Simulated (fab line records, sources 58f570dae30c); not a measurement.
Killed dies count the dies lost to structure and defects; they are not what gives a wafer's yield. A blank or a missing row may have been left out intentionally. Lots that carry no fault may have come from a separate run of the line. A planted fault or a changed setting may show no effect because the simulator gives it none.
The tool behind it: which one? | flow berkeley_cmos170 | Sampling: 11 lots, 33 wafers, 6 of 331 route steps

WHAT THE GAUGES SHOWED, per wafer
UCB170_NVT_TW_MEAS_09. Usual: NVT_TW 526.4, standard deviation 2.9.
lot  | measured    | on            | NVT_TW            | flag
L247 | day 6 20:43 | film_metro-02 | 525.3 525.1 525.8 |
L248 | day 6 20:58 | film_metro-03 | 526.5 529.9 526.4 |
L252 | day 7 08:07 | film_metro-03 | 528.5 529.4 529.1 |
L249 | day 7 08:11 | film_metro-01 | 528.6 532.0 528.3 |
L250 | day 7 08:27 | film_metro-02 | 525.9 525.0 527.8 |
L251 | day 7 08:38 | film_metro-03 | 529.7 529.9 528.8 |
L253 | day 7 22:14 | film_metro-02 | 525.5 527.8 524.6 |
L254 | day 7 22:22 | film_metro-01 | 528.4 530.9 530.7 |
L257 | day 8 18:32 | film_metro-01 | 531.0 530.3 529.4 |
L258 | day 9 05:32 | film_metro-01 | 524.8 526.7 527.7 |
L262 | day 9 17:41 | film_metro-03 | 520.8 522.0 521.8 |

UCB170_GATE_CD_MEAS_90: the cd target is 350 nm. Usual: cd_nm reads 349.3 nm (standard deviation 1.4).
lot  | measured     | on        | cd_nm (nm)        | flag
L247 | day 7 13:32  | cd_sem-02 | 348.3 347.9 349.5 |
L248 | day 7 12:50  | cd_sem-01 | 347.6 346.7 348.1 |
L252 | day 8 02:01  | cd_sem-02 | 348.9 349.6 347.9 |
L249 | day 8 02:31  | cd_sem-02 | 347.8 348.9 348.3 |
L250 | day 8 02:37  | cd_sem-02 | 348.1 349.8 349.7 |
L251 | day 8 02:19  | cd_sem-02 | 349.3 349.0 350.1 |
L253 | day 8 18:17  | cd_sem-02 | 350.9 350.5 350.8 |
L254 | day 8 17:58  | cd_sem-02 | 349.2 349.5 349.6 |
L257 | day 9 11:24  | cd_sem-02 | 349.0 349.6 348.7 |
L258 | day 9 22:37  | cd_sem-02 | 350.8 350.7 348.3 |
L262 | day 10 10:45 | cd_sem-01 | 349.9 349.4 350.1 |

UCB170_NLDD_TW_MEAS_11. Usual: NLDD_TW 2222, standard deviation 15.
lot  | measured     | on            | NLDD_TW        | flag
L247 | day 7 18:02  | film_metro-04 | 2204 2197 2200 |
L248 | day 7 17:32  | film_metro-04 | 2213 2203 2192 |
L252 | day 8 05:29  | film_metro-02 | 2224 2228 2232 |
L249 | day 8 06:44  | film_metro-02 | 2238 2233 2240 |
L250 | day 8 06:57  | film_metro-04 | 2206 2214 2211 |
L251 | day 8 06:41  | film_metro-01 | 2242 2235 2226 |
L253 | day 9 01:01  | film_metro-01 | 2234 2235 2237 |
L254 | day 9 00:53  | film_metro-04 | 2227 2220 2222 |
L257 | day 9 15:56  | film_metro-01 | 2302 2293 2311 | OFF
L258 | day 10 03:07 | film_metro-04 | 2216 2215 2221 |
L262 | day 10 14:57 | film_metro-02 | 2293 2288 2295 | OFF

UCB170_PSD_CD_MEAS_06: the cd target is 1200 nm. Usual: cd_nm reads 1200.3 nm (standard deviation 1.7).
lot  | measured     | on        | cd_nm (nm)           | flag
L247 | day 8 01:34  | cd_sem-01 | 1200.2 1200.8 1200.5 |
L248 | day 7 21:38  | cd_sem-02 | 1200.6 1201.0 1201.8 |
L252 | day 8 15:16  | cd_sem-01 | 1196.9 1198.8 1198.5 |
L249 | day 8 15:34  | cd_sem-01 | 1200.0 1199.8 1202.0 |
L250 | day 8 15:38  | cd_sem-02 | 1201.8 1201.6 1201.8 |
L251 | day 8 15:35  | cd_sem-02 | 1201.3 1201.7 1202.4 |
L253 | day 9 08:20  | cd_sem-01 | 1200.3 1199.3 1198.5 |
L254 | day 9 08:11  | cd_sem-01 | 1202.5 1202.3 1202.2 |
L257 | day 9 22:48  | cd_sem-01 | 1200.0 1198.3 1197.3 |
L258 | day 10 10:52 | cd_sem-02 | 1198.2 1198.7 1198.7 |
L262 | day 10 21:33 | cd_sem-01 | 1199.7 1202.2 1200.9 |

UCB170_SDANNEAL_RS_MEAS_05: a four-point-probe measurement. Usual: NLDD_RS 616.5 ohm/sq, standard deviation 1.7.
lot  | measured     | on            | NLDD_RS (ohm/sq)  | flag
L247 | day 8 06:07  | film_metro-01 | 617.2 618.4 618.5 |
L248 | day 8 02:09  | film_metro-02 | 615.4 617.0 616.0 |
L252 | day 8 20:18  | film_metro-01 | 619.8 619.0 618.6 |
L249 | day 8 21:10  | film_metro-01 | 616.6 616.9 617.5 |
L250 | day 8 21:20  | film_metro-04 | 615.4 614.4 614.7 |
L251 | day 8 20:47  | film_metro-02 | 615.9 613.4 615.4 |
L253 | day 9 15:30  | film_metro-02 | 613.6 616.3 614.8 |
L254 | day 9 14:49  | film_metro-02 | 615.5 617.8 615.8 |
L257 | day 10 02:30 | film_metro-04 | 584.1 585.3 584.5 | OFF
L258 | day 10 15:00 | film_metro-01 | 618.4 619.0 621.1 |
L262 | day 11 01:35 | film_metro-04 | 583.5 581.1 584.3 | OFF

WHAT TOOL EACH LOT RAN ON (gives the tool, then ch and the chambers of the sampled wafers, and finally the start)
lot  | UCB170_NLDD_IMPLANT_08
L247 | implanter-03 ch 0, day 7 17:40
L248 | implanter-01 ch 0, day 7 17:08
L252 | implanter-03 ch 0, day 8 05:05
L249 | implanter-03 ch 0, day 8 06:21
L250 | implanter-01 ch 0, day 8 06:33
L251 | implanter-01 ch 0, day 8 06:20
L253 | implanter-03 ch 0, day 9 00:37
L254 | implanter-01 ch 0, day 9 00:29
L257 | implanter-01 ch 0, day 9 15:33
L258 | implanter-03 ch 0, day 10 02:43
L262 | implanter-01 ch 0, day 10 14:33
- UCB170_NLDD_IMPLANT_08

AS READ BY THE TOOLS THEMSELVES (means over the sampled wafers that have a number; for cases with no such wafer, the mark the record gives instead)
UCB170_NLDD_IMPLANT_08. Usual: beam_energy_keV 29.999, standard deviation 0.01; end_station_pressure_torr 5.12e-06 Torr, standard deviation 2.8e-07.
lot  | tool         | beam_energy_keV | end_station_pressure_torr (Torr) | flag
L247 | implanter-03 | 30.006          | 4.78e-06                         |
L248 | implanter-01 | 29.998          | 5.08e-06                         |
L252 | implanter-03 | 30.001          | 5.19e-06                         |
L249 | implanter-03 | 29.989          | 5.34e-06                         |
L250 | implanter-01 | 30.005          | 4.94e-06                         |
L251 | implanter-01 | 30.002          | 5.14e-06                         |
L253 | implanter-03 | 29.976          | 5.08e-06                         |
L254 | implanter-01 | 30.003          | 5.20e-06                         |
L257 | implanter-01 | 36.607          | 5.35e-06                         | OFF
L258 | implanter-03 | 30.002          | 4.78e-06                         |
L262 | implanter-01 | 36.604          | 5.30e-06                         | OFF

THE ANSWER, worked out from the rows above alone
Rule: lot off if the mean of its wafers having a number is beyond 3 standard deviations from the usual mean. A lot without any number at a reading at which 4 lots or more have one is off too. Any other lot the step has rows for is counted as sound. The gauges are gone through in route order, then the tools' own readings, and for those a lot's mean is taken as printed above. The first step at which some lot is off is used, and at that step the reading that is off furthest; a lot without a number counts as furthest.
Off: at UCB170_NLDD_TW_MEAS_11 (NLDD_TW), L257, L262.
A tool fits if, at a process step before that reading, it ran every lot that is off, and no sound lot after the first of them. The gauges at UCB170_NLDD_TW_MEAS_11 aren't tried: what is off there is off at UCB170_SDANNEAL_RS_MEAS_05 too, on other tools, and a gauge's error can't cause that. One fits: implanter-01 at UCB170_NLDD_IMPLANT_08. Its last sound lot is L254 (day 9 00:29), its first lot that is off L257 (day 9 15:33): a fault that began between those two fits.
The tool's own readings at UCB170_NLDD_IMPLANT_08 bear it out: on the lots that are off they differ by more than 5 times the standard deviation of the sound lots' means. beam_energy_keV reads 36.605 there against 29.998 on the sound lots.

WHAT THE SIMULATOR PUT IN
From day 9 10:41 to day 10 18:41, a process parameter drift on implanter-01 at UCB170_NLDD_IMPLANT_08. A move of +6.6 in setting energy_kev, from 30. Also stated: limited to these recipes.
Lots struck among those shown: L257, L262. The rule above reached the same finding.
